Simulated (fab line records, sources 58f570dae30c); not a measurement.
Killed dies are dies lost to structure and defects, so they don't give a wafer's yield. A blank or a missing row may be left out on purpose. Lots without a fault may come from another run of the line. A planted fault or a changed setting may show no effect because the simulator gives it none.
A struck lot beside a sound one | flow berkeley_cmos170 | 16 steps out of a route of 331
Sound: wafers L917.1, L917.2, L917.6. Struck: wafers L925.2, L925.4, L925.6. The cause comes at the end.
At each step with rows: each side's tool, then ch and its chambers, then its first start. Under that, the readings that differ: sound wafers | struck wafers | difference of the means | sigmas: that difference in standard deviations of wafers without a fault.
alike: readings whose means differ by less than 2 such deviations, and words and numbers that are the same on both sides. not compared: withheld readings, readings that some wafer has no value for, bounds like >300 that may hide the same value, and numbers for which the record gives no deviation and whose values overlap.
The two part at a step that has a row with sigmas, a row that says differs or no value, or rows on one side only. Numbers that don't overlap but have no deviation are shown without sigmas and don't part them. A reading that every wafer of one side lacks parts them only if that side has two wafers or more.

UCB170_SDANNEAL_RS_MEAS_05: measures by four-point-probe.
  sound on film_metro-03, day 7 22:14; struck on film_metro-01, day 10 05:34
  alike: NLDD_RS
then, 1 step without rows for these wafers: UCB170_SILICIDE_PRE_CLEAN_00 (preclean etch time 60 s).
UCB170_SILICIDE_SPUTTER_01: material Ti, target thk 30 nm, time 25 s.
  sound on pvd_sputter-02, day 7 22:26; struck on pvd_sputter-02, day 10 05:44
  alike: throttle_valve_pct
UCB170_SILICIDE_RS_MEAS_02: measures by four-point-probe.
  sound on film_metro-04, day 7 22:28; struck on film_metro-03, day 10 05:47
  alike: SILICIDE_TI_RS
UCB170_SILICIDE_THK_MEAS_03: measures by xrf.
  sound on film_metro-04, day 7 22:35; struck on film_metro-03, day 10 05:53
  alike: SILICIDE_TI_THK
UCB170_SILICIDE_RTA_04: time 15 s.
  sound on rtp_anneal-02 ch 0, day 7 22:38; struck on rtp_anneal-02 ch 0, day 10 05:57
  alike: lamp_power_pct, wafer_temp_C_max
then, 3 steps without rows for these wafers: UCB170_SILICIDE_WET_ETCH_05 (etches Ti in SPM, time 45 s); UCB170_CONTACT_CLEAN_00 (cleans in SPM, time 600 s); UCB170_CONTACT_CVD_01 (deposits PSG from SiH4/O2/PH3, target thk 700 nm, time 2820 s).
UCB170_CONTACT_THK_MEAS_02:
  sound on film_metro-04, day 8 00:46; struck on film_metro-04, day 10 08:45
  alike: CONTACT_PSG_THK
then, 2 steps without rows for these wafers: UCB170_CONTACT_HMDS_03 (prime time 60 s); UCB170_CONTACT_COAT_04 (resist thk 900 nm).
UCB170_CONTACT_SOFTBAKE_05: time 60 s.
  sound on litho_track-03 ch 0, day 8 01:08; struck on litho_track-03 ch 0, day 10 09:07
  reading                  | sound                | struck               | difference | sigmas
  heater_power_total_W (W) | 56.79 56.83 56.76    | 46.71 46.67 46.69    | -10.10     | -99 or more
  plate_temp_C (C)         | 129.91 129.90 129.91 | 112.15 112.20 112.36 | -17.67     | -99 or more
UCB170_CONTACT_STRIP_06: strips in O2.
  sound on plasma_asher-01 ch 0,1, day 8 01:17; struck on plasma_asher-01 ch 0,1, day 10 09:15
  reading                      | sound             | struck            | difference | sigmas
  strip_time_to_endpoint_s (s) | 22.01 22.01 22.11 | 22.46 22.48 22.49 | +0.43      | +8
  alike: drypump_motor_current_A, oes_product_au
  not compared: rf_hours_counter_h
then, 1 step without rows for these wafers: UCB170_CONTACT_CLEAN_07 (cleans in SPM, time 600 s).
UCB170_M3_PROBE_99:
  the record has rows for the struck wafers here (prober-01, day 11 07:26) and none for the sound ones

WHERE THEY PART
First at UCB170_CONTACT_SOFTBAKE_05; last, within this record, at UCB170_M3_PROBE_99.

WHY: what the simulator had put in
Process parameter drift: litho_track-03, from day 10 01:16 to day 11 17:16, at UCB170_CONTACT_SOFTBAKE_05. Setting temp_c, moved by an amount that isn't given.
